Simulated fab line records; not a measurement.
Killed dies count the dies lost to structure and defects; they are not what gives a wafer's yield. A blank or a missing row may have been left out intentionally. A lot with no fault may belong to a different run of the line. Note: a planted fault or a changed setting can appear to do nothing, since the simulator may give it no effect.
Struck lot and sound lot, side by side ; flow berkeleyCmos170 ; 28 steps out of a route of 331
Sound: the wafers L192.1, L192.4, L192.6. Wafers struck: L196.1, L196.2, L196.4. At the end, the cause is stated.
Order at every step that has rows: each side's tool, ch and its chambers, its first start. Under that, the readings that differ: sound wafers ; struck wafers ; difference of the means ; sigmas: that difference in standard deviations of wafers without a fault.
alike: same words and numbers on both sides, and readings whose means sit less than 2 such deviations apart. not compared: any withheld reading, any reading some wafer has no value for, any bound like >300 that may hide the same value, and any number with overlapping values for which the record gives no deviation.
A row with sigmas, a row that says differs or no value, or rows on one side alone: a step with any of these is where the two part. Numbers that have no deviation but don't overlap get no sigmas and don't part them. Lack of a reading on every wafer of one side parts them only where that side has two or more wafers.

first, 5 steps without rows for these wafers: UCB170_M1_COAT_04 (resist thk 917.5 nm); UCB170_M1_SOFTBAKE_05 (time 60 s); UCB170_M1_EXPOSE_06 (exposes mask METAL1, target cd 700 nm); UCB170_M1_PEB_07; UCB170_M1_DEVELOP_08 (develop time 45 s).
UCB170_M1_CD_MEAS_09: target cd 700 nm.
  sound on cdSem-02 at day 9 04:50; struck on cdSem-01 at day 10 01:20
  alike: cdNm
UCB170_M1_OVL_MEAS_10:
  sound on overlay-02 at day 9 04:57; struck on overlay-01 at day 10 01:28
  alike: M1_OVL
UCB170_M1_ETCH_11: etches BARC in N2/H2.
  sound on rieDiel-03 ch 0,1, day 9 04:59; struck on rieDiel-03 ch 0,2,3, day 10 01:29
  alike: drypumpMotorCurrentA, oesProductAu, throttleValvePct
UCB170_M1_METAL_ETCH_12: etches Al in Cl2/BCl3, stops on PSG, target depth 780 nm, time 130 s.
  sound on rieMetal-01 ch 0,1, day 9 05:02; struck on rieMetal-02 ch 0,1, day 10 01:32
  alike: drypumpMotorCurrentA, oesProductAu, throttleValvePct
  not compared: rfHoursCounterH
UCB170_M1_STRIP_13: strips in O2.
  sound on plasmaAsher-02 ch 0,1, day 9 05:10; struck on plasmaAsher-02 ch 0,1, day 10 01:40
  alike: drypumpMotorCurrentA, oesProductAu
  not compared: rfHoursCounterH
UCB170_M1_CD_MEAS_90: target cd 700 nm.
  sound on cdSem-02 at day 9 05:16; struck on cdSem-01 at day 10 01:46
  alike: cdNm
then, 1 step without rows for these wafers: UCB170_M1_ANNEAL_14 (time 1200 s).
UCB170_V1_CVD_00: deposits SiO2 from TEOS/O2, target thk 2000 nm, time 250 s.
  sound on pecvd-03 ch 0,2, day 9 06:43; struck on pecvd-03 ch 0,1,2, day 10 03:58
  no value came back on the struck wafers for heaterPowerW (W), pressureMtorr (mTorr), susceptorTempC (C); on the sound wafers heaterPowerW (W) reads 271 185 217
UCB170_V1_CMP_02: polishes SiO2.
  sound on cmp-01 ch 0,1,3, day 9 07:02; struck on cmp-01 ch 1,2,3, day 10 04:11
  alike: motorCurrentA, platenRpm, slurryFlowMlMin
UCB170_V1_BOW_MEAS_03:
  sound on filmMetro-02 at day 9 07:14; struck on filmMetro-03 at day 10 04:29
reading;sound;struck;difference;sigmas
V1_BOW (um);13 14 16;-10 -8 -1;-21;-3
then, 7 steps without rows for these wafers: UCB170_V1_CLEAN_05 (cleans in DIW); UCB170_V1_HMDS_06 (prime time 60 s); UCB170_V1_COAT_07 (resist thk 900 nm); UCB170_V1_SOFTBAKE_08 (time 60 s); UCB170_V1_EXPOSE_09 (exposes mask VIA1, target cd 700 nm); UCB170_V1_PEB_10; UCB170_V1_DEVELOP_11 (develop time 45 s).
UCB170_V1_CD_MEAS_12: target cd 700 nm.
  sound on cdSem-02 at day 9 08:40; struck on cdSem-01 at day 10 07:44
  alike: cdNm
UCB170_V1_OVL_MEAS_13:
  sound on overlay-02 at day 9 08:47; struck on overlay-01 at day 10 07:53
  alike: V1_OVL
UCB170_V1_ETCH_14: etches SiO2 in CHF3/CF4/Ar, stops on Al, target depth 1250 nm, time 291 s.
  sound on rieDiel-03 ch 0,1,3, day 9 08:49; struck on rieDiel-01 ch 1,2,3, day 10 07:55
reading;sound;struck;difference;sigmas
oesProductAu (a.u.);0.882 0.870 0.855;0.381 0.388 0.364;-0.491;-33
model.etch.depthNm (nm);999.5 998.9 998.7;0 0 0;-999;
  alike: drypumpMotorCurrentA, throttleValvePct
  not compared: rfHoursCounterH, model.V1.featureDepthNm
UCB170_V1_STRIP_15: strips in O2.
  sound on plasmaAsher-03 ch 0,1, day 9 09:00; struck on plasmaAsher-04 ch 0,1, day 10 08:06
  alike: drypumpMotorCurrentA, oesProductAu, stripTimeToEndpointS
  not compared: rfHoursCounterH
UCB170_V1_CD_MEAS_90: target cd 700 nm.
  sound on cdSem-01 at day 9 09:06; struck on cdSem-02 at day 10 08:12
reading;sound;struck;difference;sigmas
cdNm (nm);699.9 699.9 700.8;- - -;no value on the struck wafers;
UCB170_M3_PROBE_99:
  rows exist in the record for the struck wafers here (prober-02, day 10 17:51), but not for the sound ones

## WHERE THEY PART
Last at UCB170_M3_PROBE_99 as far as this record goes, first at UCB170_V1_CVD_00.

WHY: what had been put in by the simulator
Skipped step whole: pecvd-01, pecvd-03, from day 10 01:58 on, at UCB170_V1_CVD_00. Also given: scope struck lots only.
